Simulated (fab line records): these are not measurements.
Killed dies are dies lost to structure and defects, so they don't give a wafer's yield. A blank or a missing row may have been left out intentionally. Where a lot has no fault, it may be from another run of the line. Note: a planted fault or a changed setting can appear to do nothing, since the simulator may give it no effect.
Tool commonality check + flow berkeley cmos170 + 39 wafers sampled across 13 lots

REASON FOR OPENING
2 of 13 lots carry a flag on the reading GATE_OXIDE_THK at UCB170_GATE_THK_MEAS_02. Wafers without a fault read 6.58 nm, standard deviation 0.14.
Rule: a lot is flagged in two cases, either no wafer of it has a number, or all its wafers with numbers fall more than 4 standard deviations from that mean. As for the other lots, they are considered sound.

| lot  | measured     | on            | GATE_OXIDE_THK (nm), wafer by wafer | flag    |
|------|--------------|---------------|-------------------------------------|---------|
| L213 | day 5 15:50  | film metro-04 | 6.61 6.55 6.60                      |         |
| L214 | day 5 15:50  | film metro-02 | 6.62 6.56 6.65                      |         |
| L215 | day 5 15:50  | film metro-01 | 6.39 6.42 6.54                      |         |
| L217 | day 6 08:02  | film metro-01 | 6.41 6.63 6.72                      |         |
| L216 | day 6 08:03  | film metro-04 | 6.60 6.44 6.65                      |         |
| L218 | day 6 21:16  | film metro-02 | 6.35 6.46 6.37                      |         |
| L219 | day 6 21:16  | film metro-04 | 6.53 6.52 6.64                      |         |
| L225 | day 8 07:06  | film metro-04 | 10.68 10.68 10.61                   | FLAGGED |
| L226 | day 8 15:19  | film metro-04 | 10.81 10.83 10.84                   | FLAGGED |
| L233 | day 9 23:35  | film metro-02 | 6.38 6.36 6.41                      |         |
| L234 | day 10 08:11 | film metro-02 | 6.92 6.56 6.75                      |         |
| L235 | day 10 08:11 | film metro-01 | 6.39 6.46 6.46                      |         |
| L236 | day 11 00:23 | film metro-01 | 6.56 6.62 6.56                      |         |
Average over the flagged lots: 10.74 nm; offset from the usual +4.16 nm, equal to +30 standard deviations.

WHICH TOOL RAN EACH LOT
Before the reading, the record contains 0 process steps out of a 331-step route. Read each cell as the tool, then ch plus the chambers that the sampled wafers visited, then the start.
| lot  | flag    |
|------|---------|
| L213 |         |
| L214 |         |
| L215 |         |
| L217 |         |
| L216 |         |
| L218 |         |
| L219 |         |
| L225 | FLAGGED |
| L226 | FLAGGED |
| L233 |         |
| L234 |         |
| L235 |         |
| L236 |         |
What the steps here do:
- UCB170_GATE_THK_MEAS_02

FLAGGED AGAINST TOTAL, ONE TOOL AT A TIME (gauges that did the reading follow at the end)
| step                    | tool          | lots run | flagged | share of the flagged lots | sound lots run after its first flagged lot |
|-------------------------|---------------|----------|---------|---------------------------|--------------------------------------------|
| UCB170_GATE_THK_MEAS_02 | film metro-01 | 4        | 0       | none                      | -                                          |
| UCB170_GATE_THK_MEAS_02 | film metro-02 | 4        | 0       | none                      | -                                          |
| UCB170_GATE_THK_MEAS_02 | film metro-04 | 5        | 2       | all                       | 0                                          |

WHAT IS ALLOWED BY THE TABLE
1 row of the table ran every flagged lot: film metro-04 at UCB170_GATE_THK_MEAS_02.
- film metro-04 at UCB170_GATE_THK_MEAS_02: 2 of its 5 lots flagged. It ran its last sound lot, L219, at day 6 21:16 and its first flagged lot, L225, at day 8 07:06: a fault with its onset between the two fits.
What remains is a single tool, film metro-04 at UCB170_GATE_THK_MEAS_02.

WHAT THE SIMULATOR PUT IN
Metrology matching offset: film metro-04, from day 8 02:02 on, at UCB170_GATE_THK_MEAS_02. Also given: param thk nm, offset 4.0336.
Struck lots among those shown: L225, L226. The same result came from the rule above.
